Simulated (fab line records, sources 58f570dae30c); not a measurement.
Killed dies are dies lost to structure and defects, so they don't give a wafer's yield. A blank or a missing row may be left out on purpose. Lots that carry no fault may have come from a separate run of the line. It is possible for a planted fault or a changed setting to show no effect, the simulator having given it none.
Comparing a struck lot with a sound one + flow berkeley cmos170 + 16 out of 331 route steps
Sound: these wafers, L907.1, L907.4, L907.6. Struck: wafer L917.5 (left out: L917.4, L917.6 of the same lot, which were not struck); the cause appears at the end.
Per side, at each step with rows, come the tool, then ch with its chambers, and then its first start. Under that, the readings that differ: sound wafers + struck wafers + difference of the means + sigmas: that difference in standard deviations of wafers without a fault.
alike: readings whose means differ by less than 2 such deviations, and words and numbers that are the same on both sides. not compared: withheld readings, readings that some wafer has no value for, bounds like >300 that may hide the same value, and numbers for which the record gives no deviation and whose values overlap.
Wherever a step has rows on one side only, a row that says differs or no value, or a row with sigmas, the two part there. Numbers that have no deviation but don't overlap get no sigmas and don't part them. A reading missing from all wafers of one side parts the sides only when that side holds two or more wafers.

UCB170_V1_CMP_02: polishes SiO2.
  sound on cmp-02 ch 0,2,3, day 9 07:08; struck on cmp-02 ch 2, day 11 05:56
  alike: motor current A
UCB170_V1_BOW_MEAS_03:
  sound on film metro-04 at day 9 07:26; struck on film metro-04 at day 11 06:09
  alike: V1_BOW
UCB170_V1_THK_MEAS_04:
  sound on film metro-04 at day 9 07:34; struck on film metro-04 at day 11 06:14
  alike: V1_POLISHED_THK
then, 7 steps without rows for these wafers: UCB170_V1_CLEAN_05 (cleans in DIW); UCB170_V1_HMDS_06 (prime time 60 s); UCB170_V1_COAT_07 (resist thk 900 nm); UCB170_V1_SOFTBAKE_08 (time 60 s); UCB170_V1_EXPOSE_09 (exposes mask VIA1, target cd 700 nm); UCB170_V1_PEB_10; UCB170_V1_DEVELOP_11 (develop time 45 s).
UCB170_V1_CD_MEAS_12: target cd 700 nm.
  sound on cd sem-01 at day 9 09:40; struck on cd sem-01 at day 11 07:28
  alike: cd nm
UCB170_V1_OVL_MEAS_13:
  sound on overlay-02 at day 9 09:47; struck on overlay-02 at day 11 07:33
  alike: V1_OVL
UCB170_V1_ETCH_14: etches SiO2 in CHF3/CF4/Ar, stops on Al, target depth 1250 nm, time 291 s.
  sound on rie diel-04 ch 0,1,3, day 9 09:49; struck on rie diel-04 ch 0, day 11 07:34
| reading                             | sound             | struck | difference | sigmas      |
|-------------------------------------|-------------------|--------|------------|-------------|
| oes product au (a.u.)               | 0.906 0.886 0.880 | 0.829  | -0.062     | -5          |
| run length s (s)                    | 319.4 319.1 319.4 | 357.8  | +38.5      | +99 or more |
| model.KrF_of_V1_COAT_07.thk nm (nm) | 610.5 609.1 616.1 | 566.9  | -45.0      |             |
  alike: drypump motor current A, throttle valve pct
  not compared: rf hours counter h
UCB170_V1_STRIP_15: strips in O2.
  sound on plasma asher-02 ch 0,1, day 9 10:00; struck on plasma asher-01 ch 0, day 11 07:47
| reading                      | sound             | struck | difference | sigmas |
|------------------------------|-------------------|--------|------------|--------|
| strip time to endpoint s (s) | 15.33 15.29 15.46 | 14.28  | -1.08      | -10    |
  alike: drypump motor current A, oes product au
  not compared: rf hours counter h
UCB170_V1_CD_MEAS_90: target cd 700 nm.
  sound on cd sem-01 at day 9 10:06; struck on cd sem-02 at day 11 07:55
  alike: cd nm
UCB170_M3_PROBE_99:
  only the struck wafers here have rows in the record (prober-02, day 11 17:28); the sound ones have none

WHERE THEY PART
Last at UCB170_M3_PROBE_99 as far as this record goes, first at UCB170_V1_ETCH_14.

WHY: what the simulator had put in
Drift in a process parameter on rie diel-04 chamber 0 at UCB170_V1_ETCH_14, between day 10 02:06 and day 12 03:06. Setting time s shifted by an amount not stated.
